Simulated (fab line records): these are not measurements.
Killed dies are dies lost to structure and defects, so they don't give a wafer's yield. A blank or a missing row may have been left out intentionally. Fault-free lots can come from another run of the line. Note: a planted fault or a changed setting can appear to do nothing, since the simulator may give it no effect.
The tool behind it: which one? | flow rit_cmos | 10 lots with 30 wafers sampled at 3 steps, on a route of 202 steps

## WHAT EACH GAUGE READ, for each wafer
RIT_PLDD_TW_MEAS_10. Usual: PLDD_TW gives 2371 (standard deviation 23).
lot  | measured    | on            | PLDD_TW        | flag
L380 | day 2 18:25 | film_metro-02 | 2351 2344 2348 |
L381 | day 3 00:28 | film_metro-04 | 2370 2370 2375 |
L382 | day 3 06:16 | film_metro-01 | 2392 2395 2408 |
L383 | day 3 10:31 | film_metro-02 | 2343 2355 2338 |
L384 | day 3 14:52 | film_metro-01 | 2403 2389 2395 |
L385 | day 3 19:32 | film_metro-01 | 2390 2395 2388 |
L386 | day 4 02:10 | film_metro-02 | 1593 1590 1597 | OFF
L387 | day 4 07:18 | film_metro-02 | 1591 1604 1589 | OFF
L388 | day 4 12:47 | film_metro-02 | 1599 1596 1596 | OFF
L389 | day 4 18:10 | film_metro-04 | 1625 1630 1621 | OFF

RIT_SDANNEAL_RS_MEAS_06: a four-point-probe measurement. Usual: PLDD_RS gives 178.5 ohm/sq (standard deviation 0.5).
lot  | measured    | on            | PLDD_RS (ohm/sq)  | flag
L380 | day 3 00:54 | film_metro-04 | 178.3 178.0 178.1 |
L381 | day 3 06:32 | film_metro-04 | 178.7 179.1 178.2 |
L382 | day 3 12:35 | film_metro-04 | 178.0 178.5 178.7 |
L383 | day 3 16:41 | film_metro-04 | 179.0 178.7 178.3 |
L384 | day 3 21:17 | film_metro-01 | 178.5 178.4 178.7 |
L385 | day 4 02:07 | film_metro-01 | 179.5 179.0 180.0 |
L386 | day 4 08:23 | film_metro-04 | 128.5 129.4 128.8 | OFF
L387 | day 4 13:37 | film_metro-01 | 129.7 129.6 129.9 | OFF
L388 | day 4 18:59 | film_metro-02 | 128.3 128.9 129.0 | OFF
L389 | day 5 00:19 | film_metro-02 | 129.1 128.8 128.7 | OFF

## WHICH TOOL RAN EACH LOT (tool, then ch and the chambers of the sampled wafers, then the start)
lot  | RIT_PLDD_IMPLANT_08
L380 | implanter-01 ch 0, day 2 18:07
L381 | implanter-03 ch 0, day 3 00:09
L382 | implanter-04 ch 0, day 3 05:57
L383 | implanter-03 ch 0, day 3 10:11
L384 | implanter-03 ch 0, day 3 14:33
L385 | implanter-01 ch 0, day 3 19:13
L386 | implanter-03 ch 0, day 4 01:50
L387 | implanter-04 ch 0, day 4 07:01
L388 | implanter-04 ch 0, day 4 12:28
L389 | implanter-04 ch 0, day 4 17:50
- RIT_PLDD_IMPLANT_08

## AS READ BY THE TOOLS THEMSELVES (means over the sampled wafers that have a number; for cases with no such wafer, the mark the record gives instead)
RIT_PLDD_IMPLANT_08. Usual: end_station_pressure_torr reads 7.3e-06 Torr (standard deviation 3.9e-07).
lot  | tool         | end_station_pressure_torr (Torr) | flag
L380 | implanter-01 | 6.9e-06                          |
L381 | implanter-03 | 7.5e-06                          |
L382 | implanter-04 | 7.5e-06                          |
L383 | implanter-03 | 7.3e-06                          |
L384 | implanter-03 | 7.9e-06                          |
L385 | implanter-01 | 7.3e-06                          |
L386 | implanter-03 | 8.0e-06                          |
L387 | implanter-04 | 7.1e-06                          |
L388 | implanter-04 | 7.3e-06                          |
L389 | implanter-04 | 7.4e-06                          |

## THE ANSWER, worked out from the rows above alone
Rule: take the mean of a lot's wafers that have a number; if it is more than 3 standard deviations from the usual mean, the lot is off. A lot without any number at a reading at which 4 lots or more have one is off too. Any other lot the step has rows for is counted as sound. The gauges are gone through in route order, then the tools' own readings, and for those a lot's mean is taken as printed above. At the first step where some lot is off, the reading lying furthest off is the one used; lots without a number count as furthest.
Off: L386, L387, L388, L389, seen at RIT_PLDD_TW_MEAS_10 (PLDD_TW).
A tool fits if, at a process step before that reading, it ran every lot that is off, and no sound lot after the first of them. Those tools and the gauges at RIT_PLDD_TW_MEAS_10 are tried in the same way. No candidate that was tried fits.

## WHAT WAS PUT IN BY THE SIMULATOR
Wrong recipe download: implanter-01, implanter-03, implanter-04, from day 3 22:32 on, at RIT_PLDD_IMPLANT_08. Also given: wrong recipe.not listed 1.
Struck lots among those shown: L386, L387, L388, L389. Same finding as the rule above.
